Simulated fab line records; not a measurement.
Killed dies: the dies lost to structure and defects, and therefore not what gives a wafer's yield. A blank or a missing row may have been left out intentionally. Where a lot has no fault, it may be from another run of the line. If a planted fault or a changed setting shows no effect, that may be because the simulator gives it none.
fab line records	flow rit-cmos
record: lots: 5	wafers: 23
route steps=202 shown PSD@149 SDANNEAL@155 NSD@158 CONTACT@173 M1@184
start-h: start of the lot's first displayed wafer, in hours after the record's first day	wait-h: how many hours have passed since the lot's step before this one	" the same as in the row above	L1.1+2: a row that stands for several wafers	- no value, or no start was given	* or withheld: withheld	< > ~ a bound
route shown NAME@n: a module of which the file shows steps, and the number in the route of the first	usual: mean and standard deviation over wafers with no fault	same: alike in all rows	chamber/n: place in a boat	sites: the reading at each site	_std_site: standard deviation across them	_edge_site: the outer-site mean with the inner-site mean subtracted	radius-mm: for every site, how far away it sits from the centre of the wafer	mask NAME#n: copy n	behind: the tool/chamber that last shaped the wafer	hold: reason for holding the lot/hours on hold/outcome of the hold	device: which transistor (n, p or np) failed to switch	end of line: the tests these same wafers got at the end of their route	a step without rows: its recipe alone	killed: dies that structure and defects cost at the first sort, which is not the same as the wafer's yield	map: a wafer's dies, x killed, . not, _ none there
set.NAME: the setting that was run; set.NAME@STEP: the one run at that earlier step	model.NAME: the simulator's own value behind a step, which no gauge read
lots run with intentionally changed settings; tables by step, rows by wafer
== steps ==
step: RIT_PSD_HARDBAKE_07
recipe: resist: NOVOLAK	temp-c: 140	time-s: 60
lot.wafer	tool	chamber	start-h	wait-h	set.temp-c	model.NOVOLAK_of_PSD_COAT_01.thk-nm
L074.1	litho-track-04	0	49.21	0.0	140	880.6
L074.2	"	0	"	"	143.8	874.6
L074.3	"	0	"	"	140	881.3
L074.4	"	0	"	"	143.8	876
L074.6	"	0	"	"	143.8	878.2
L077.2	litho-track-04	0	64.10	0.0	140	883.9
L077.3	"	0	"	"	140	882.1
L077.4	"	0	"	"	136.5	890.3
L077.5	"	0	"	"	140	884.5
L077.6	"	0	"	"	136.5	888
L079.1	litho-track-01	0	74.69	0.0	137.2	881.6
L079.2	"	0	"	"	140	880.1
L079.3	"	0	"	"	137.2	880.9
L079.4	"	0	"	"	140	876.8
L079.5	"	0	"	"	137.2	882.2
L082.1	litho-track-01	0	88.90	0.2	140	882.8
L082.2	"	0	"	"	140	883.3
L082.4	"	0	"	"	140	883.7
L082.5	"	0	"	"	140	883.4
L082.6	"	0	"	"	140	883.5
L085.2	litho-track-04	0	108.79	0.0	140	881.9
L085.4	"	0	"	"	140	884
L085.5	"	0	"	"	140	882.2
step: RIT_SDANNEAL_CLEAN_02
recipe: chemistry: SC2	mix: 3:3:50	time-s: 600	temp-c: 75	dry: n2-spin
lot.wafer	tool	chamber	start-h	wait-h	set.time-s
L074.1+2+3+4+6	-	-	-	0.0	600
L077.2+3+4+5+6	-	-	-	0.0	600
L079.1+2+3+4+5	-	-	-	0.0	524.6
L082.1+2+4+5+6	-	-	-	0.0	625.3
L085.2+4+5	wet-bench-02	0	109.49	0.0	600
step: RIT_SDANNEAL_RTA_03
recipe: temp-c: 1050	time-s: 4.9	idle-temp-c: 600	ramp-up-c-per-s: 342	ramp-down-c-per-s: 171	cool-to-c: 600	ambient: N2
step: RIT_SDANNEAL_RS_MEAS_05
recipe: thk-meas-gauge: four-point-probe
usual: NSD_RS: 84.51/0.29
lot.wafer	tool	chamber	start-h	wait-h	set.dose-cm2@NSD_IMPLANT_08	NSD_RS[ohm/sq]
L074.1	film-metro-02	-	50.31	0.1	1.037e+15	82.19
L074.2	"	-	"	"	1e+15	84.39
L074.3	"	-	"	"	1e+15	84.77
L074.4	"	-	"	"	1e+15	84.54
L074.6	"	-	"	"	1.037e+15	82.28
L077.2	film-metro-02	-	65.27	0.1	1e+15	85.12
L077.3	"	-	"	"	1e+15	85.11
L077.4	"	-	"	"	1e+15	84.67
L077.5	"	-	"	"	1e+15	84.73
L077.6	"	-	"	"	1e+15	85.09
L079.1	film-metro-03	-	75.77	0.1	1.047e+15	81.76
L079.2	"	-	"	"	1e+15	84.98
L079.3	"	-	"	"	1.047e+15	81.64
L079.4	"	-	"	"	1e+15	84.82
L079.5	"	-	"	"	1e+15	84.72
L082.1	film-metro-03	-	90.00	0.1	1e+15	84.16
L082.2	"	-	"	"	1.046e+15	81.43
L082.4	"	-	"	"	1.046e+15	81.39
L082.5	"	-	"	"	1.046e+15	81.51
L082.6	"	-	"	"	1e+15	84.42
L085.2	film-metro-02	-	109.86	0.1	1e+15	84.20
L085.4	"	-	"	"	1e+15	84.41
L085.5	"	-	"	"	1e+15	84.47
step: RIT_CONTACT_EXPOSE_05
recipe: mask-id: M11	na: 0.6	source-shape: conventional	sigma-outer: 0.5	target-cd-nm: 1000	dose-mj: 250
lot.wafer	tool	chamber	start-h	wait-h	mask	set.dose-mj
L074.1+4+6	iline-stepper-02	0	51.77	0.1	M11#0	250
L074.2+3	"	0	"	"	M11#0	263.1
L077.2+3+4+5+6	iline-stepper-01	0	67.04	0.2	M11#0	250
L079.1+4+5	iline-stepper-01	0	77.27	0.1	M11#0	255.6
L079.2+3	"	0	"	"	M11#0	250
L082.1+2	iline-stepper-02	0	91.57	0.3	M11#0	266.9
L082.4+5+6	"	0	"	"	M11#0	250
L085.2+4+5	iline-stepper-02	0	111.30	0.1	M11#0	250
step: RIT_CONTACT_PEB_06
recipe: resist: NOVOLAK	temp-c: withheld	time-s: withheld
step: RIT_CONTACT_DEVELOP_07
recipe: resist: NOVOLAK	develop-time-s: 120	dev-temp-c: 23
step: RIT_CONTACT_CD_MEAS_08
recipe: target-cd-nm: 1000
usual: cd-nm: 1000.6/2.9
lot.wafer	tool	chamber	start-h	wait-h	set.dose-mj@CONTACT_EXPOSE_05	cd-nm
L074.1	cd-sem-01	-	52.29	-	250	1000.5
L074.2	"	-	"	"	263.1	1012.8
L074.3	"	-	"	"	263.1	1013.1
L074.4	"	-	"	"	250	998.7
L074.6	"	-	"	"	250	1001.0
L077.2	cd-sem-02	-	67.55	-	250	1004.5
L077.3	"	-	"	"	250	1005.3
L077.4	"	-	"	"	250	1004.1
L077.5	"	-	"	"	250	1004.6
L077.6	"	-	"	"	250	1006.2
L079.1	cd-sem-02	-	77.91	-	255.6	1010.1
L079.2	"	-	"	"	250	1000.4
L079.3	"	-	"	"	250	1001.3
L079.4	"	-	"	"	255.6	1009.4
L079.5	"	-	"	"	255.6	1008.9
L082.1	cd-sem-02	-	92.09	-	266.9	1020.7
L082.2	"	-	"	"	266.9	1021.1
L082.4	"	-	"	"	250	1002.5
L082.5	"	-	"	"	250	1001.5
L082.6	"	-	"	"	250	1001.4
L085.2	cd-sem-02	-	111.82	-	250	1002.4
L085.4	"	-	"	"	250	1001.4
L085.5	"	-	"	"	250	1002.0
step: RIT_CONTACT_HARDBAKE_10
recipe: resist: NOVOLAK	temp-c: 140	time-s: 60
step: RIT_CONTACT_ETCH_11
recipe: target-depth-a: 4800	over-etch-frac: 0.2	stop-on: TiSi2	chemistry: CHF3/CF4/Ar	target: SiO2	CHF3_flow_sccm: 50	cf4-flow-sccm: 10	Ar_flow_sccm: 100	O2_flow_sccm: 5	pressure-mtorr: 100	rf-w: 200	time-s: 320
lot.wafer	tool	chamber	start-h	wait-h	set.dose-mj@CONTACT_EXPOSE_05	model.CONTACT.cd-nm
L074.1	rie-diel-01	3	52.59	0.1	250	1000
L074.2+3	"	1,0	"	"	263.1	1013
L074.4	"	3	"	"	250	999
L074.6	"	0	"	"	250	1001
L077.2	rie-diel-04	3	67.84	0.1	250	1005
L077.3	"	2	"	"	250	1006
L077.4+5	"	0,3	"	"	250	1004
L077.6	"	2	"	"	250	-
L079.1+4	rie-diel-04	1,3	78.21	0.1	255.6	1010
L079.2	"	2	"	"	250	1001
L079.3	"	0	"	"	250	1002
L079.5	"	1	"	"	255.6	1009
L082.1+2	rie-diel-04	2,1	92.39	0.1	266.9	1021
L082.4	"	0	"	"	250	1003
L082.5	"	3	"	"	250	1001
L082.6	"	0	"	"	250	1002
L085.2+4+5	rie-diel-04	1,0,3	112.21	0.1	250	1002
step: RIT_CONTACT_STRIP_12
recipe: chemistry: O2	time-s: 180	resist: NOVOLAK	platen-temp-c: withheld	power-w: 500	pressure-mtorr: 4000	o2-flow-sccm: 4000
step: RIT_CONTACT_CD_MEAS_90
recipe: target-cd-nm: 1000
usual: cd-nm: 1000.6/3
lot.wafer	tool	chamber	start-h	wait-h	set.dose-mj@CONTACT_EXPOSE_05	cd-nm
L074.1	cd-sem-01	-	52.96	0.1	250	999.8
L074.2	"	-	"	"	263.1	1013.2
L074.3	"	-	"	"	263.1	1012.6
L074.4	"	-	"	"	250	998.9
L074.6	"	-	"	"	250	1001.1
L077.2	cd-sem-01	-	68.23	0.1	250	1004.8
L077.3	"	-	"	"	250	1005.9
L077.4	"	-	"	"	250	1004.2
L077.5	"	-	"	"	250	1004.3
L077.6	"	-	"	"	250	1006.5
L079.1	cd-sem-01	-	78.58	0.1	255.6	1009.7
L079.2	"	-	"	"	250	1000.6
L079.3	"	-	"	"	250	1001.9
L079.4	"	-	"	"	255.6	1009.8
L079.5	"	-	"	"	255.6	1008.6
L082.1	cd-sem-01	-	92.76	0.1	266.9	1021.0
L082.2	"	-	"	"	266.9	1020.9
L082.4	"	-	"	"	250	1002.4
L082.5	"	-	"	"	250	1001.2
L082.6	"	-	"	"	250	1001.6
L085.2	cd-sem-01	-	112.60	0.1	250	1002.5
L085.4	"	-	"	"	250	1002.1
L085.5	"	-	"	"	250	1002.4
step: RIT_M1_SPUTTER_00
recipe: material: Al	target-thk-nm: 400	power-w: 2000	chamber-pressure-pa: 0.4	gas: Ar	time-s: 500	substrate-temp-c: 25
lot.wafer	tool	chamber	start-h	wait-h	set.chamber-pressure-pa	model.Al_of_M1_SPUTTER_00.thk-nm
L074.1	pvd-sputter-01	-	53.48	0.0	0.3491	416.4
L074.2	"	-	"	"	0.3491	417.4
L074.3	"	-	"	"	0.3491	415.8
L074.4	"	-	"	"	0.3491	417.3
L074.6	"	-	"	"	0.3491	417.8
L077.2	pvd-sputter-03	-	68.71	0.0	0.4348	391.1
L077.3	"	-	"	"	0.4348	389.3
L077.4	"	-	"	"	0.4348	391.8
L077.5	"	-	"	"	0.4348	390.2
L077.6	"	-	"	"	0.4348	390
L079.1	pvd-sputter-03	-	79.09	0.0	0.373	401.6
L079.2	"	-	"	"	0.373	402.9
L079.3	"	-	"	"	0.373	404.5
L079.4	"	-	"	"	0.373	404.7
L079.5	"	-	"	"	0.373	406.1
L082.1+6	pvd-sputter-01	-	93.23	0.0	0.4498	383.3
L082.2	"	-	"	"	0.4498	383.8
L082.4	"	-	"	"	0.4498	387.2
L082.5	"	-	"	"	0.4498	385
L085.2	pvd-sputter-02	-	113.05	0.0	0.4	398.9
L085.4	"	-	"	"	0.4	400.7
L085.5	"	-	"	"	0.4	398.2
step: RIT_M1_RS_MEAS_01
recipe: thk-meas-gauge: four-point-probe	reads: Al_of_M1_SPUTTER_00
usual: M1_AL_RS: 0.0733/0.00071
lot.wafer	tool	chamber	start-h	wait-h	set.chamber-pressure-pa@M1_SPUTTER_00	M1_AL_RS[ohm/sq]
L074.1	film-metro-01	-	53.78	0.1	0.3491	0.0697
L074.2	"	-	"	"	0.3491	0.0698
L074.3	"	-	"	"	0.3491	0.0699
L074.4	"	-	"	"	0.3491	0.0696
L074.6	"	-	"	"	0.3491	0.0695
L077.2	film-metro-01	-	69.03	0.2	0.4348	0.0755
L077.3	"	-	"	"	0.4348	0.0760
L077.4	"	-	"	"	0.4348	0.0754
L077.5	"	-	"	"	0.4348	0.0757
L077.6	"	-	"	"	0.4348	0.0757
L079.1	film-metro-01	-	79.38	0.1	0.373	0.0729
L079.2	"	-	"	"	0.373	0.0725
L079.3	"	-	"	"	0.373	0.0721
L079.4	"	-	"	"	0.373	0.0722
L079.5	"	-	"	"	0.373	0.0719
L082.1	film-metro-01	-	93.53	0.1	0.4498	0.0773
L082.2	"	-	"	"	0.4498	0.0771
L082.4	"	-	"	"	0.4498	0.0766
L082.5	"	-	"	"	0.4498	0.0769
L082.6	"	-	"	"	0.4498	0.0773
L085.2	film-metro-02	-	113.36	0.2	0.4	0.0735
L085.4	"	-	"	"	0.4	0.0733
L085.5	"	-	"	"	0.4	0.0736
step: RIT_M1_THK_MEAS_02
recipe: thk-meas-gauge: xrf	reads: Al_of_M1_SPUTTER_00
usual: M1_AL_THK: 406/4.5
lot.wafer	tool	chamber	start-h	wait-h	set.chamber-pressure-pa@M1_SPUTTER_00	M1_AL_THK[nm]
L074.1	film-metro-01	-	53.90	0.1	0.3491	424
L074.2	"	-	"	"	0.3491	426
L074.3	"	-	"	"	0.3491	428
L074.4	"	-	"	"	0.3491	423
L074.6	"	-	"	"	0.3491	425
L077.2	film-metro-01	-	69.14	0.1	0.4348	397
L077.3	"	-	"	"	0.4348	397
L077.4	"	-	"	"	0.4348	397
L077.5	"	-	"	"	0.4348	400
L077.6	"	-	"	"	0.4348	398
L079.1	film-metro-01	-	79.50	0.1	0.373	408
L079.2	"	-	"	"	0.373	410
L079.3	"	-	"	"	0.373	411
L079.4	"	-	"	"	0.373	409
L079.5	"	-	"	"	0.373	411
L082.1	film-metro-01	-	93.65	0.1	0.4498	389
L082.2	"	-	"	"	0.4498	388
L082.4	"	-	"	"	0.4498	392
L082.5	"	-	"	"	0.4498	392
L082.6	"	-	"	"	0.4498	389
L085.2	film-metro-02	-	113.47	0.1	0.4	404
L085.4	"	-	"	"	0.4	407
L085.5	"	-	"	"	0.4	403
step: RIT_M1_EXPOSE_06
recipe: mask-id: M12	na: 0.6	source-shape: conventional	sigma-outer: 0.5	target-cd-nm: 2600	dose-mj: 250
lot.wafer	tool	chamber	start-h	wait-h	mask	set.dose-mj
L074.1+3+6	iline-stepper-02	0	54.41	0.1	M12#0	250
L074.2+4	"	0	"	"	M12#0	258.3
L077.2+6	iline-stepper-01	0	69.78	0.2	M12#0	250
L077.3+4+5	"	0	"	"	M12#0	263.2
L079.1+2+3	iline-stepper-02	0	80.01	0.1	M12#0	244.1
L079.4+5	"	0	"	"	M12#0	250
L082.1+5	iline-stepper-01	0	94.16	0.1	M12#0	250
L082.2+4+6	"	0	"	"	M12#0	267.2
L085.2+4+5	iline-stepper-01	0	114.09	0.1	M12#0	250
step: RIT_M1_PEB_07
recipe: resist: NOVOLAK	temp-c: withheld	time-s: withheld
step: RIT_M1_DEVELOP_08
recipe: resist: NOVOLAK	develop-time-s: 70.99	dev-temp-c: 23
lot.wafer	tool	chamber	start-h	wait-h	set.dose-mj@M1_EXPOSE_06	model.M1.cd-nm
L074.1+6	litho-track-02	0	-	-	250	2600
L074.2	"	0	"	"	258.3	2589
L074.3	"	0	"	"	250	2601
L074.4	"	0	"	"	258.3	2591
L077.2	litho-track-02	0	-	-	250	2600
L077.3	"	0	"	"	263.2	2587
L077.4+5	"	0	"	"	263.2	2586
L077.6	"	0	"	"	250	2602
L079.1	litho-track-02	0	-	-	244.1	2605
L079.2	"	0	"	"	244.1	2606
L079.3	"	0	"	"	244.1	2607
L079.4+5	"	0	"	"	250	2598
L082.1	litho-track-02	0	-	-	250	2594
L082.2+6	"	0	"	"	267.2	2575
L082.4	"	0	"	"	267.2	2577
L082.5	"	0	"	"	250	2593
L085.2	litho-track-02	0	-	-	250	2597
L085.4	"	0	"	"	250	2601
L085.5	"	0	"	"	250	2599
step: RIT_M1_CD_MEAS_09
recipe: target-cd-nm: 2600
usual: cd-nm: 2599.6/2.4
lot.wafer	tool	chamber	start-h	wait-h	set.dose-mj@M1_EXPOSE_06	cd-nm
L074.1	cd-sem-01	-	54.84	-	250	2600.2
L074.2	"	-	"	"	258.3	2589.5
L074.3	"	-	"	"	250	2601.0
L074.4	"	-	"	"	258.3	2590.5
L074.6	"	-	"	"	250	2600.5
L077.2	cd-sem-02	-	70.21	-	250	2600.4
L077.3	"	-	"	"	263.2	2587.0
L077.4	"	-	"	"	263.2	2586.6
L077.5	"	-	"	"	263.2	2585.7
L077.6	"	-	"	"	250	2601.7
L079.1	cd-sem-02	-	80.44	-	244.1	2604.5
L079.2	"	-	"	"	244.1	2605.9
L079.3	"	-	"	"	244.1	2606.5
L079.4	"	-	"	"	250	2597.7
L079.5	"	-	"	"	250	2598.4
L082.1	cd-sem-02	-	94.59	-	250	2594.3
L082.2	"	-	"	"	267.2	2575.0
L082.4	"	-	"	"	267.2	2576.7
L082.5	"	-	"	"	250	2593.4
L082.6	"	-	"	"	267.2	2574.8
L085.2	cd-sem-01	-	114.55	-	250	2597.0
L085.4	"	-	"	"	250	2600.8
L085.5	"	-	"	"	250	2599.4
step: RIT_M1_PROBE_99
usual: killed-at-contacts: 0.1/0.28	killed-at-front-end: 7.2/3	killed-dies: 7.2/2.9	killed-open: 3.4/1.9	killed-short: 3.8/2.1
same: gross-dies: 264	killed_at_M0_to_M3: 0	killed_at_M4_up: 0	killed-at-back-side: 0	killed-at-other: 0
lot.wafer	tool	chamber	start-h	wait-h	set.time-s@SDANNEAL_CLEAN_02	killed-at-contacts	killed-at-front-end	killed-dies	killed-open	killed-short	model.etest.nmos-narrow.drive-ua-um
L074.1	prober-02	-	57.49	0.1	600	0	4	4	2	2	219.3
L074.2	prober-02	-	57.54	0.1	600	0	8	8	5	3	214.6
L074.3	prober-02	-	57.59	0.2	600	0	11	11	6	5	218.3
L074.4	prober-02	-	57.64	0.2	600	0	7	7	2	5	221.5
L074.6	prober-02	-	57.74	0.2	600	0	7	7	3	4	224.1
L077.2	prober-01	-	72.91	0.1	600	1	5	6	4	2	225.9
L077.3	prober-01	-	72.96	0.2	600	0	8	8	5	3	220.6
L077.4	prober-01	-	73.01	0.2	600	0	9	9	5	4	221.8
L077.5	prober-01	-	73.06	0.2	600	0	4	4	2	2	231.8
L077.6	prober-01	-	73.11	0.2	600	0	8	8	4	4	217.3
L079.1	prober-01	-	83.10	0.1	524.6	0	9	9	3	5	189.5
L079.2	prober-01	-	83.15	0.1	524.6	0	5	5	3	2	191.7
L079.3	prober-01	-	83.20	0.2	524.6	0	7	7	4	3	189.3
L079.4	prober-01	-	83.25	0.2	524.6	0	4	4	2	2	185.2
L079.5	prober-01	-	83.30	0.2	524.6	0	13	13	8	5	188.6
L082.1	prober-02	-	97.42	0.1	625.3	0	9	9	6	3	221.8
L082.2	prober-02	-	97.47	0.1	625.3	0	3	3	1	2	228.1
L082.4	prober-02	-	97.57	0.2	625.3	0	8	8	2	6	229.3
L082.5	prober-02	-	97.62	0.2	625.3	1	3	4	1	3	228.4
L082.6	prober-02	-	97.67	0.2	625.3	0	4	4	2	2	220.1
L085.2	prober-01	-	117.24	0.1	600	0	12	12	8	4	221.9
L085.4	prober-01	-	117.34	0.2	600	0	12	12	6	6	216.2
L085.5	prober-01	-	117.39	0.2	600	0	8	8	2	6	218.8
killed by level:class
L074.1 GATE:geometric-particle:open=2 GATE:geometric-particle:short=2
L074.2 GATE:geometric-particle:open=3 REOX:geometric-particle:short=2 GATE:geometric-particle:short=1 REOX:geometric-particle:open=1 SPACER:geometric-particle:open=1
L074.3 GATE:geometric-particle:open=3 GATE:geometric-particle:short=3 FOX1:geometric-particle:open=1 FOX1:geometric-particle:short=1 REOX:geometric-particle:open=1 SPACER:geometric-particle:short=1 SILICIDE:geometric-particle:open=1
L074.4 GATE:geometric-particle:short=3 GATE:geometric-particle:open=2 REOX:geometric-particle:short=1 SILICIDE:geometric-particle:short=1
L074.6 GATE:geometric-particle:short=3 GATE:geometric-particle:open=2 SILICIDE:geometric-particle:open=1 SILICIDE:geometric-particle:short=1
L077.2 FOX1:geometric-particle:short=2 GATE:geometric-particle:open=2 REOX:geometric-particle:open=1 CONTACT:geometric-particle:open=1
L077.3 GATE:geometric-particle:short=2 SPACER:geometric-particle:open=2 FOX1:geometric-particle:open=1 FOX1:geometric-particle:short=1 GATE:geometric-particle:open=1 SILICIDE:geometric-particle:open=1
L077.4 GATE:geometric-particle:open=3 GATE:geometric-particle:short=3 SPACER:geometric-particle:open=1 SILICIDE:geometric-particle:open=1 SILICIDE:geometric-particle:short=1
L077.5 FOX1:geometric-particle:short=1 REOX:geometric-particle:open=1 GATE:geometric-particle:open=1 SILICIDE:geometric-particle:short=1
L077.6 GATE:geometric-particle:short=4 FOX1:geometric-particle:open=1 FOX2:geometric-particle:open=1 GATE:geometric-particle:open=1 REOX:geometric-particle:open=1
L079.1 GATE:geometric-particle:short=2 SILICIDE:geometric-particle:short=2 FOX1:geometric-particle:open=1 GATE:geometric-particle:open=1 REOX:geometric-particle:short=1 SPACER:geometric-particle:open=1 NRETRO:coat-microbubble-printed=1
L079.2 GATE:geometric-particle:open=2 REOX:geometric-particle:short=1 SILICIDE:geometric-particle:short=1 SILICIDE:geometric-particle:open=1
L079.3 GATE:geometric-particle:open=2 SPACER:geometric-particle:short=2 FOX1:geometric-particle:open=1 GATE:geometric-particle:short=1 SPACER:geometric-particle:open=1
L079.4 FOX1:geometric-particle:short=1 GATE:geometric-particle:open=1 SPACER:geometric-particle:short=1 SILICIDE:geometric-particle:open=1
L079.5 GATE:geometric-particle:short=4 FOX1:geometric-particle:open=2 GATE:geometric-particle:open=2 SILICIDE:geometric-particle:open=2 ACTIVE:geometric-particle:short=1 REOX:geometric-particle:open=1 SPACER:geometric-particle:open=1
L082.1 SPACER:geometric-particle:open=3 GATE:geometric-particle:open=2 FOX2:geometric-particle:short=1 GATE:geometric-particle:short=1 REOX:geometric-particle:open=1 SPACER:geometric-particle:short=1
L082.2 GATE:geometric-particle:short=1 GATE:geometric-particle:open=1 SPACER:geometric-particle:short=1
L082.4 FOX1:geometric-particle:short=2 GATE:geometric-particle:open=1 GATE:geometric-particle:short=1 REOX:geometric-particle:short=1 SPACER:geometric-particle:short=1 SPACER:geometric-particle:open=1 SILICIDE:geometric-particle:short=1
L082.5 GATE:geometric-particle:short=1 GATE:geometric-particle:open=1 REOX:geometric-particle:short=1 CONTACT:geometric-particle:short=1
L082.6 FOX2:geometric-particle:open=1 GATE:geometric-particle:short=1 SILICIDE:geometric-particle:short=1 SILICIDE:geometric-particle:open=1
L085.2 GATE:geometric-particle:open=4 FOX1:geometric-particle:open=2 GATE:geometric-particle:short=2 SPACER:geometric-particle:open=2 FOX1:geometric-particle:short=1 SPACER:geometric-particle:short=1
L085.4 GATE:geometric-particle:open=3 GATE:geometric-particle:short=3 FOX1:geometric-particle:short=2 REOX:geometric-particle:open=2 FOX2:geometric-particle:open=1 SPACER:geometric-particle:short=1
L085.5 REOX:geometric-particle:short=3 FOX1:geometric-particle:short=1 GATE:geometric-particle:short=1 GATE:geometric-particle:open=1 SPACER:geometric-particle:open=1 SPACER:geometric-particle:short=1
== key ==
split: step: RIT_PSD_HARDBAKE_07	setting: temp-c	stated: 140	by: wafer
response: step: RIT_PSD_HARDBAKE_07	reading: model.NOVOLAK_of_PSD_COAT_01.thk-nm	change: -1.87	per: 1%	r: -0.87
split: step: RIT_SDANNEAL_CLEAN_02	setting: time-s	stated: 600	by: lot
response: step: RIT_M1_PROBE_99	reading: model.etest.nmos-narrow.drive-ua-um	change: +2.32	per: 1%	r: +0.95
split: step: RIT_CONTACT_EXPOSE_05	setting: dose-mj	stated: 250	by: wafer
response: step: RIT_CONTACT_CD_MEAS_08	reading: cd-nm	change: +2.77	per: 1%	r: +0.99
response: step: RIT_CONTACT_ETCH_11	reading: model.CONTACT.cd-nm	change: +2.75	per: 1%	r: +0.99
response: step: RIT_CONTACT_CD_MEAS_90	reading: cd-nm	change: +2.76	per: 1%	r: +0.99
split: step: RIT_M1_SPUTTER_00	setting: chamber-pressure-pa	stated: 0.4	by: lot
response: step: RIT_M1_SPUTTER_00	reading: model.Al_of_M1_SPUTTER_00.thk-nm	change: -1.18	per: 1%	r: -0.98
response: step: RIT_M1_RS_MEAS_01	reading: M1_AL_RS	change: +0.000271	per: 1%	r: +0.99
response: step: RIT_M1_THK_MEAS_02	reading: M1_AL_THK	change: -1.23	per: 1%	r: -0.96
split: step: RIT_M1_EXPOSE_06	setting: dose-mj	stated: 250	by: wafer
response: step: RIT_M1_DEVELOP_08	reading: model.M1.cd-nm	change: -2.78	per: 1%	r: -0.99
response: step: RIT_M1_CD_MEAS_09	reading: cd-nm	change: -2.79	per: 1%	r: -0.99
split outside-this-file step=RIT_NSD_IMPLANT_08 setting=dose-cm2
split outside-this-file: this setting was split too, and the file shows its column; the key of that split is in another file
